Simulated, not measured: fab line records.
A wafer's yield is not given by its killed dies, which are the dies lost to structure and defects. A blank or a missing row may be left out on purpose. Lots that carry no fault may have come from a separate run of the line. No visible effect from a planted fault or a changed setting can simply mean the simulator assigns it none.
Which tool is to blame? || flow berkeley cmos170 || 13 lots, 39 wafers sampled, at 1 step of a route of 331

WHAT THE GAUGES SHOWED, per wafer
UCB170_GATE_CD_MEAS_90: target cd 350 nm. Usual: cd nm at 349.2 nm, with a standard deviation of 1.4.
{"lot": "L513", "measured": "day 6 12:08", "on": "cd sem-02", "cd nm (nm)": "349.6 350.8 349.0", "flag": ""}
{"lot": "L517", "measured": "day 6 23:46", "on": "cd sem-01", "cd nm (nm)": "350.1 349.7 348.6", "flag": ""}
{"lot": "L519", "measured": "day 7 10:23", "on": "cd sem-01", "cd nm (nm)": "347.9 349.0 350.3", "flag": ""}
{"lot": "L518", "measured": "day 7 10:24", "on": "cd sem-02", "cd nm (nm)": "350.2 347.4 348.7", "flag": ""}
{"lot": "L521", "measured": "day 7 14:39", "on": "cd sem-02", "cd nm (nm)": "351.9 351.5 352.2", "flag": ""}
{"lot": "L522", "measured": "day 8 04:26", "on": "cd sem-02", "cd nm (nm)": "350.2 349.6 348.9", "flag": ""}
{"lot": "L526", "measured": "day 9 06:17", "on": "cd sem-02", "cd nm (nm)": "347.9 348.3 348.6", "flag": ""}
{"lot": "L531", "measured": "day 9 13:58", "on": "cd sem-02", "cd nm (nm)": "346.7 348.2 347.9", "flag": ""}
{"lot": "L530", "measured": "day 9 20:56", "on": "cd sem-02", "cd nm (nm)": "350.3 349.4 347.7", "flag": ""}
{"lot": "L534", "measured": "day 10 10:05", "on": "cd sem-01", "cd nm (nm)": "350.4 350.8 351.2", "flag": ""}
{"lot": "L533", "measured": "day 10 10:14", "on": "cd sem-02", "cd nm (nm)": "346.7 345.5 346.0", "flag": ""}
{"lot": "L535", "measured": "day 10 18:42", "on": "cd sem-02", "cd nm (nm)": "348.5 348.3 348.8", "flag": ""}
{"lot": "L536", "measured": "day 11 00:31", "on": "cd sem-02", "cd nm (nm)": "351.0 348.5 350.3", "flag": ""}

TOOL THAT RAN EACH LOT (tool first, then ch and the chambers of the sampled wafers, then the start)
The record shows no process step preceding these readings.

AS READ BY THE TOOLS THEMSELVES (means over the sampled wafers that have a number; for cases with no such wafer, the mark the record gives instead)
The record holds no such reading with a usual standard deviation.

THE ANSWER, worked out from the rows above alone
Rule: a lot counts as off when the mean over its wafers that have a number is more than 3 standard deviations away from the usual mean. A lot without any number at a reading at which 4 lots or more have one is off too. The other lots that the step has rows for count as sound. First the gauges in route order, then the tools' own readings, where a lot's mean is used as printed above. At the first step where some lot is off, the reading lying furthest off is the one used; lots without a number count as furthest.
No lot is off on any of the readings shown, so nothing can be concluded from this.

WHAT THE SIMULATOR PUT IN
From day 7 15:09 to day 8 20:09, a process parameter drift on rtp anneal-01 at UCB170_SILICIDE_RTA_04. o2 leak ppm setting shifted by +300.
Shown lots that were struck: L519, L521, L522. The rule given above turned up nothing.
